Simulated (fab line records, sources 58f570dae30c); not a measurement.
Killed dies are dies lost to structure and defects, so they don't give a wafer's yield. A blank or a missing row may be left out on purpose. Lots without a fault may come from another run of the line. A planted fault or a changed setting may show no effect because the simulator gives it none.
Which tool did it? | flow berkeley_cmos170 | 15 lots, 45 wafers sampled, at 6 steps of a route of 331

WHAT THE GAUGES READ, wafer by wafer
UCB170_GATE_THK_MEAS_05.
lot  | measured     | on            | GATE_POLY_THK (nm)
L535 | day 6 20:08  | film_metro-02 | 214.3 215.9 216.0
L536 | day 6 20:07  | film_metro-04 | 215.2 216.0 216.3
L537 | day 7 07:35  | film_metro-02 | 162.6 164.1 162.0 162.4 164.1 162.1
L538 | day 7 07:36  | film_metro-04 | 161.8 164.2 163.1 161.7 164.2 163.0
L539 | day 7 07:35  | film_metro-01 | 159.4 161.5 161.2 159.5 161.6 161.4
L548 | day 10 02:41 | film_metro-02 | 215.8 214.7 211.4
L549 | day 10 02:42 | film_metro-01 | 213.8 211.8 216.3
L550 | day 10 02:41 | film_metro-04 | 214.8 216.5 217.1
L551 | day 10 21:05 | film_metro-01 | 213.9 215.8 214.6
L554 | day 10 21:05 | film_metro-04 | 217.1 216.0 217.9
L552 | day 11 07:38 | film_metro-01 | 215.6 214.5 215.2
L555 | day 11 07:34 | film_metro-02 | 215.2 213.7 215.5
L556 | day 11 07:35 | film_metro-01 | 215.3 215.0 215.8
L557 | day 11 23:26 | film_metro-01 | 219.6 218.8 218.4
L558 | day 11 23:26 | film_metro-02 | 217.0 218.3 217.1

UCB170_PSD_OVL_MEAS_07.
lot  | measured     | on         | PSD_OVL (nm)
L535 | day 7 13:01  | overlay-02 | -4 0 3
L536 | day 7 13:05  | overlay-02 | 6 6 5
L537 | day 7 21:53  | overlay-02 | 7 11 4
L538 | day 8 00:56  | overlay-01 | 2 9 -2
L539 | day 7 21:40  | overlay-02 | 6 3 3
L548 | day 10 15:07 | overlay-01 | -7 -3 3
L549 | day 10 15:20 | overlay-02 | -7 3 13
L550 | day 10 15:29 | overlay-01 | 4 7 5
L551 | day 11 10:53 | overlay-02 | 5 6 5
L554 | day 11 10:23 | overlay-01 | 8 13 6
L552 | day 11 21:08 | overlay-01 | -6 -6 -4
L555 | day 11 20:35 | overlay-02 | -3 -1 3
L556 | day 11 20:41 | overlay-01 | 6 3 0
L557 | day 13 00:54 | overlay-02 | 10 1 7
L558 | day 12 10:35 | overlay-02 | -9 -6 -10

UCB170_V2_OVL_MEAS_13.
lot  | measured     | on         | V2_OVL (nm)
L535 | day 8 11:41  | overlay-02 | -3 0 2
L536 | day 8 13:49  | overlay-02 | -10 -1 -4
L537 | day 8 20:22  | overlay-02 | -3 -3 -9
L538 | day 9 01:38  | overlay-02 | 10 -4 1
L539 | day 8 17:28  | overlay-01 | -6 9 4
L548 | day 11 10:30 | overlay-02 | 1 1 -3
L549 | day 11 16:09 | overlay-02 | -1 -3 3
L550 | day 11 14:27 | overlay-02 | 3 5 5
L551 | day 12 19:00 | overlay-01 | 2 -2 -1
L554 | day 12 09:53 | overlay-01 | -2 5 8
L552 | day 12 22:43 | overlay-02 | -8 -7 2
L555 | day 12 18:53 | overlay-02 | 9 10 5
L556 | day 12 22:30 | overlay-01 | -7 -12 -6
L557 | day 14 00:44 | overlay-02 | -8 -9 -2
L558 | day 13 11:02 | overlay-02 | 0 1 0

WHICH TOOL RAN EACH LOT (tool, then ch and the chambers of the sampled wafers, then the start)
lot  | UCB170_GATE_CVD_04          | UCB170_GATE_ETCH_15              | UCB170_M2_STRIP_19
L535 | lpcvd-02 ch 0, day 6 18:43  | rie_si-02 ch 1,2,3, day 6 21:40  | plasma_asher-03 ch 0,1, day 8 09:10
L536 | lpcvd-02 ch 1, day 6 18:43  | rie_si-02 ch 1,3, day 6 22:13    | plasma_asher-04 ch 0,1, day 8 11:32
L537 | lpcvd-02 ch 1, day 7 06:11  | rie_si-01 ch 0,3, day 7 10:50    | plasma_asher-03 ch 0,1, day 8 18:01
L538 | lpcvd-02 ch 1, day 7 06:11  | rie_si-02 ch 1,3, day 7 16:06    | plasma_asher-02 ch 0,1, day 8 22:46
L539 | lpcvd-02 ch 1, day 7 06:11  | rie_si-01 ch 0,2,3, day 7 12:32  | plasma_asher-02 ch 0,1, day 8 15:23
L548 | lpcvd-01 ch 0, day 10 01:17 | rie_si-01 ch 0,3, day 10 04:02   | plasma_asher-04 ch 0,1, day 11 08:05
L549 | lpcvd-01 ch 0, day 10 01:17 | rie_si-01 ch 2,3, day 10 04:16   | plasma_asher-04 ch 0,1, day 11 13:59
L550 | lpcvd-01 ch 1, day 10 01:17 | rie_si-02 ch 0,1,3, day 10 04:14 | plasma_asher-03 ch 0,1, day 11 11:02
L551 | lpcvd-02 ch 1, day 10 19:40 | rie_si-01 ch 0,3, day 10 22:11   | plasma_asher-02 ch 0,1, day 12 16:25
L554 | lpcvd-02 ch 0, day 10 19:40 | rie_si-02 ch 0,1,2, day 10 22:31 | plasma_asher-03 ch 0,1, day 12 07:13
L552 | lpcvd-02 ch 1, day 11 06:10 | rie_si-02 ch 1,2, day 11 09:20   | plasma_asher-02 ch 1, day 12 20:01
L555 | lpcvd-02 ch 1, day 11 06:10 | rie_si-01 ch 0,2,3, day 11 09:00 | plasma_asher-04 ch 0,1, day 12 16:31
L556 | lpcvd-02 ch 0, day 11 06:10 | rie_si-02 ch 0,1,2, day 11 09:04 | plasma_asher-03 ch 0,1, day 12 19:54
L557 | lpcvd-02 ch 1, day 11 22:02 | rie_si-02 ch 0,1,3, day 12 01:05 | plasma_asher-04 ch 0,1, day 13 22:32
L558 | lpcvd-02 ch 1, day 11 22:02 | rie_si-01 ch 1,2, day 12 00:48   | plasma_asher-04 ch 0,1, day 13 08:43
- UCB170_GATE_CVD_04: deposits poly-Si from SiH4, time 1440 s, target thk 214 nm.
- UCB170_GATE_ETCH_15: etches poly-Si in HBr/Cl2, stops on SiO2, time 56.3 s, target depth 278.2 nm.
- UCB170_M2_STRIP_19: strips in O2.

WHAT THE TOOLS THEMSELVES READ (means of the sampled wafers that have a number; where no wafer has one, the mark that the record gives instead)
UCB170_GATE_CVD_04.
lot  | tool     | pressure_mtorr (mTorr) | spike_tc_centre_C (C) | spike_tc_load_C (C) | spike_tc_source_C (C) | susceptor_temp_C (C) | zone_power_centre_pct (%)
L535 | lpcvd-02 | 374.8                  | 611.1                 | 629.9               | 630.8                 | 609.65               | 25
L536 | lpcvd-02 | 375.2                  | 613.5                 | 634.9               | 627.9                 | 609.85               | 34
L537 | lpcvd-02 | 373.9                  | 602.7                 | 622.8               | 616.1                 | 598.06               | 33
L538 | lpcvd-02 | 374.9                  | 602.1                 | 620.5               | 616.7                 | 598.17               | 33
L539 | lpcvd-02 | 374.8                  | 602.0                 | 623.0               | 615.3                 | 597.46               | 33
L548 | lpcvd-01 | 374.9                  | 611.2                 | 629.4               | 627.9                 | 609.84               | 33
L549 | lpcvd-01 | 375.4                  | 612.8                 | 629.4               | 628.0                 | 610.08               | 33
L550 | lpcvd-01 | 374.3                  | 614.7                 | 633.2               | 629.7                 | 609.74               | 25
L551 | lpcvd-02 | 375.2                  | 612.8                 | 634.1               | 628.8                 | 610.04               | 34
L554 | lpcvd-02 | 374.8                  | 610.8                 | 630.1               | 630.1                 | 609.98               | 25
L552 | lpcvd-02 | 374.9                  | 614.6                 | 633.8               | 629.3                 | 609.75               | 34
L555 | lpcvd-02 | 375.6                  | 613.4                 | 633.6               | 629.2                 | 609.71               | 34
L556 | lpcvd-02 | 374.4                  | 611.2                 | 630.9               | 630.7                 | 609.91               | 26
L557 | lpcvd-02 | 374.7                  | 614.1                 | 634.2               | 628.7                 | 609.95               | 34
L558 | lpcvd-02 | 375.1                  | 614.4                 | 633.7               | 629.5                 | 610.08               | 33

UCB170_GATE_ETCH_15.
lot  | tool      | drypump_motor_current_A (A) | oes_product_au (a.u.) | rf_fwd_power_W (W) | throttle_valve_pct (%)
L535 | rie_si-02 | 5.8                         | 0.836                 | 298.3              | 26.69
L536 | rie_si-02 | 5.9                         | 0.841                 | 298.2              | 26.65
L537 | rie_si-01 | 5.8                         | 0.707                 | 297.7              | 26.55
L538 | rie_si-02 | 5.9                         | 0.699                 | 298.1              | 26.64
L539 | rie_si-01 | 5.5                         | 0.700                 | 298.7              | 26.49
L548 | rie_si-01 | 5.4                         | 0.832                 | 298.3              | 26.53
L549 | rie_si-01 | 5.6                         | 0.847                 | 298.4              | 26.49
L550 | rie_si-02 | 6.2                         | 0.839                 | 297.0              | 26.59
L551 | rie_si-01 | 5.4                         | 0.833                 | 298.8              | 26.52
L554 | rie_si-02 | 6.0                         | 0.836                 | 297.0              | 26.63
L552 | rie_si-02 | 5.7                         | 0.833                 | 298.4              | 26.73
L555 | rie_si-01 | 5.5                         | 0.840                 | 299.5              | 26.50
L556 | rie_si-02 | 6.1                         | 0.833                 | 297.2              | 26.62
L557 | rie_si-02 | 6.2                         | 0.839                 | 296.9              | 26.57
L558 | rie_si-01 | 5.5                         | 0.848                 | 297.6              | 26.35

UCB170_M2_STRIP_19.
lot  | tool            | drypump_motor_current_A (A) | oes_product_au (a.u.)
L535 | plasma_asher-03 | 5.7                         | 0.517
L536 | plasma_asher-04 | 5.5                         | 0.543
L537 | plasma_asher-03 | 6.1                         | 0.532
L538 | plasma_asher-02 | 5.7                         | 0.552
L539 | plasma_asher-02 | 6.0                         | 0.527
L548 | plasma_asher-04 | 5.4                         | 0.528
L549 | plasma_asher-04 | 5.4                         | 0.535
L550 | plasma_asher-03 | 5.6                         | 0.544
L551 | plasma_asher-02 | 5.9                         | 0.521
L554 | plasma_asher-03 | 6.0                         | 0.538
L552 | plasma_asher-02 | 5.5                         | 0.528
L555 | plasma_asher-04 | 5.5                         | 0.515
L556 | plasma_asher-03 | 6.0                         | 0.533
L557 | plasma_asher-04 | 5.4                         | 0.513
L558 | plasma_asher-04 | 5.5                         | 0.537

THE ANSWER, worked out from the rows above alone
Rule: what is usual is taken from the lots themselves. Put in order of their means at a reading, lots are off if they are a third of the lots or fewer, leave a main group of 4 or more, and stand apart from it by a gap of 3 or more times the standard deviation of the main group's means; of several such gaps the widest counts. A main group whose means are all the same, to the digits that the tables above print for the reading, isn't used. A lot without any number at a reading at which 4 lots or more have one is off too. The other lots that the step has rows for count as sound. The gauges are gone through in route order, then the tools' own readings, and for those a lot's mean is taken as printed above. The first step at which some lot is off is used, and at that step the reading that is off furthest; a lot without a number counts as furthest.
Off: L537, L538, L539, at UCB170_GATE_THK_MEAS_05 (GATE_POLY_THK). The main group: mean 215.7 nm, standard deviation 1.4.
A tool fits if, at a process step before that reading, it ran every lot that is off, and no sound lot after the first of them. The gauges at UCB170_GATE_THK_MEAS_05 aren't tried: what is off there is off at UCB170_GATE_CVD_04 too, on other tools, and a gauge's error can't cause that. None of those tried fits.

WHAT THE SIMULATOR HAD PUT IN
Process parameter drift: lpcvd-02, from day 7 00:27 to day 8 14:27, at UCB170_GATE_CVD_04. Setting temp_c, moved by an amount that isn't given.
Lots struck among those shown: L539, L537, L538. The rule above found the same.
